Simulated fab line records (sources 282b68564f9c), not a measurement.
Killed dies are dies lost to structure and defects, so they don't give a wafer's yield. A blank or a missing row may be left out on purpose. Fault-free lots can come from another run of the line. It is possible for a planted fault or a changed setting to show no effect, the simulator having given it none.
Which tool is to blame? ; flow rit_cmos ; Sampling: 14 lots, 42 wafers, 5 of 202 route steps

WHAT THE GAUGES READ, wafer by wafer
RIT_NRETRO_OVL_MEAS_06.
lot;measured;on;NRETRO_OVL (nm)
L323;day 2 13:23;overlay-01;0.4 0.2 -0.2
L324;day 2 19:58;overlay-01;0.6 1.4 1.2
L325;day 3 09:04;overlay-02;2.6 3.8 3.4
L328;day 3 19:08;overlay-01;0.2 -0.3 0.8
L331;day 4 10:08;overlay-02;0.7 2.8 1.8
L330;day 4 10:16;overlay-01;2.8 0.7 3.4
L335;day 5 11:39;overlay-02;-0.8 -0.1 1.3
L338;day 5 19:19;overlay-02;-0.2 0.1 -0.4
L339;day 6 00:37;overlay-02;-1.9 0.9 0.9
L340;day 6 02:01;overlay-01;1.0 -0.3 -0.6
L341;day 6 11:16;overlay-02;-0.9 0.2 -0.1
L344;day 6 16:38;overlay-01;0.1 0.2 0.8
L345;day 7 01:14;overlay-02;0.1 0.7 0.2
L346;day 7 05:43;overlay-02;0.9 1.3 0.8

RIT_NRETRO_TW_MEAS_10.
lot;measured;on;NRETRO_TW
L323;day 2 14:00;film_metro-01;1066 1067 1064
L324;day 2 20:35;film_metro-03;1056 1051 1056
L325;day 3 09:41;film_metro-01;1070 1070 1067
L328;day 3 19:46;film_metro-01;1065 1067 1072
L331;day 4 10:44;film_metro-02;1063 1063 1068
L330;day 4 10:52;film_metro-01;1063 1054 1055
L335;day 5 12:21;film_metro-03;1054 1064 1066
L338;day 5 19:56;film_metro-02;1055 1049 1051
L339;day 6 01:35;film_metro-02;1053 1057 1054
L340;day 6 02:37;film_metro-03;1056 1058 1059
L341;day 6 11:53;film_metro-02;1060 1060 1059
L344;day 6 17:16;film_metro-02;1053 1052 1051
L345;day 7 02:01;film_metro-02;1052 1050 1051
L346;day 7 06:20;film_metro-03;1059 1058 1063

RIT_PRETRO_TW_MEAS_10.
lot;measured;on;PRETRO_TW
L323;day 2 15:33;film_metro-02;476 473 475
L324;day 2 22:08;film_metro-04;475 473 472
L325;day 3 11:22;film_metro-04;469 470 470
L328;day 3 21:36;film_metro-02;478 475 477
L331;day 4 12:30;film_metro-02;481 479 476
L330;day 4 12:38;film_metro-04;474 471 473
L335;day 5 14:12;film_metro-04;472 475 476
L338;day 6 03:16;film_metro-03;481 481 479
L339;day 6 03:31;film_metro-04;394 392 392
L340;day 6 04:58;film_metro-03;479 480 477
L341;day 6 13:26;film_metro-04;471 470 468
L344;day 6 19:17;film_metro-04;394 394 394
L345;day 7 03:43;film_metro-03;477 479 477
L346;day 7 08:05;film_metro-04;474 474 472

RIT_SDANNEAL_RS_MEAS_06: uses a four-point probe to measure.
lot;measured;on;PLDD_RS (ohm/sq)
L323;day 3 20:19;film_metro-01;178.9 178.2 178.7
L324;day 4 02:58;film_metro-01;177.8 177.3 177.6
L325;day 4 21:00;film_metro-02;178.8 178.8 178.3
L328;day 5 18:20;film_metro-02;179.1 179.1 178.9
L331;day 5 18:33;film_metro-01;177.8 177.4 177.3
L330;day 5 17:59;film_metro-03;178.8 178.3 177.7
L335;day 6 18:19;film_metro-02;179.4 179.0 179.1
L338;day 6 23:07;film_metro-03;179.0 178.5 178.4
L339;day 7 03:29;film_metro-02;179.1 178.9 178.7
L340;day 7 03:58;film_metro-01;178.1 177.8 177.8
L341;day 7 07:29;film_metro-02;179.7 178.6 179.3
L344;day 7 17:26;film_metro-03;178.5 179.1 179.0
L345;day 7 23:44;film_metro-03;179.0 179.0 178.7
L346;day 8 02:14;film_metro-01;178.4 178.6 177.8

TOOL THAT RAN EACH LOT (tool first, then ch and the chambers of the sampled wafers, then the start)
lot;RIT_PRETRO_IMPLANT_08
L323;implanter-02 ch 0, day 2 15:14
L324;implanter-03 ch 0, day 2 21:50
L325;implanter-02 ch 0, day 3 11:05
L328;implanter-03 ch 0, day 3 21:19
L331;implanter-02 ch 0, day 4 12:11
L330;implanter-03 ch 0, day 4 12:19
L335;implanter-01 ch 0, day 5 13:52
L338;implanter-03 ch 0, day 6 02:58
L339;implanter-02 ch 0, day 6 03:12
L340;implanter-03 ch 0, day 6 04:39
L341;implanter-03 ch 0, day 6 13:08
L344;implanter-02 ch 0, day 6 18:58
L345;implanter-01 ch 0, day 7 03:25
L346;implanter-01 ch 0, day 7 07:46
- RIT_PRETRO_IMPLANT_08

AS READ BY THE TOOLS THEMSELVES (means over the sampled wafers that have a number; for cases with no such wafer, the mark the record gives instead)
RIT_PRETRO_IMPLANT_08.
lot;tool;dose_ions_cm2;end_station_pressure_torr (Torr);faraday_current_uA
L323;implanter-02;1.1985e+13;5.01e-06;38.0
L324;implanter-03;1.1996e+13;5.33e-06;37.5
L325;implanter-02;1.2003e+13;4.81e-06;38.2
L328;implanter-03;1.1991e+13;4.85e-06;38.4
L331;implanter-02;1.2013e+13;4.97e-06;38.1
L330;implanter-03;1.2001e+13;5.00e-06;38.0
L335;implanter-01;1.2024e+13;5.00e-06;37.4
L338;implanter-03;1.1992e+13;5.14e-06;38.7
L339;implanter-02;6.6087e+12;5.15e-06;21.2
L340;implanter-03;1.1992e+13;4.99e-06;38.8
L341;implanter-03;1.2003e+13;5.01e-06;38.1
L344;implanter-02;6.5787e+12;5.13e-06;21.0
L345;implanter-01;1.1986e+13;4.98e-06;38.1
L346;implanter-01;1.2006e+13;5.07e-06;37.1

THE ANSWER, worked out from the rows above alone
Rule: usual is defined by the lots themselves. The widest of any qualifying gaps counts: lots, ordered by their means at a reading, are off when they make up no more than a third of the lots, leave a main group of 4 or more, and stand apart from it by 3 or more times the standard deviation of that group's means. If all means in a main group match to the digits the tables above print for the reading, that group is not used. A lot without any number at a reading at which 4 lots or more have one is off too. Where the step has rows for the other lots, those lots are counted as sound. After the gauges, taken in route order, come the tools' own readings; for these a lot's mean is taken, as printed above. At the first step where some lot is off, the reading lying furthest off is the one used; lots without a number count as furthest.
Off: L339, L344, seen at RIT_PRETRO_TW_MEAS_10 (PRETRO_TW). The main group has a mean of 475 with a standard deviation of 3.3.
If a tool, at a process step before that reading, ran all the lots that are off and no sound lot after the first of them, it fits. Not tried: the gauges at RIT_PRETRO_TW_MEAS_10; whatever is off there is also off at RIT_PRETRO_IMPLANT_08, on other tools, and gauge error can't account for it. One candidate fits, namely implanter-02 at RIT_PRETRO_IMPLANT_08. Its last sound lot is L331 (day 4 12:11), its first lot that is off L339 (day 6 03:12): a fault that began between those two fits.
The tool's own readings at RIT_PRETRO_IMPLANT_08 bear it out: on the lots that are off they differ by more than 5 times the standard deviation of the sound lots' means. dose_ions_cm2 reads 6.5937e+12 there against 1.1999e+13 on the sound lots; faraday_current_uA reads 21.1 there against 38.0 on the sound lots.

WHAT THE SIMULATOR HAD PUT IN
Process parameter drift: implanter-02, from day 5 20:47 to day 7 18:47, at RIT_PRETRO_IMPLANT_08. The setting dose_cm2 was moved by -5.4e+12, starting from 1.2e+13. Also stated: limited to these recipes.
Struck lots among those shown: L339, L344. This agrees with what the rule above found.
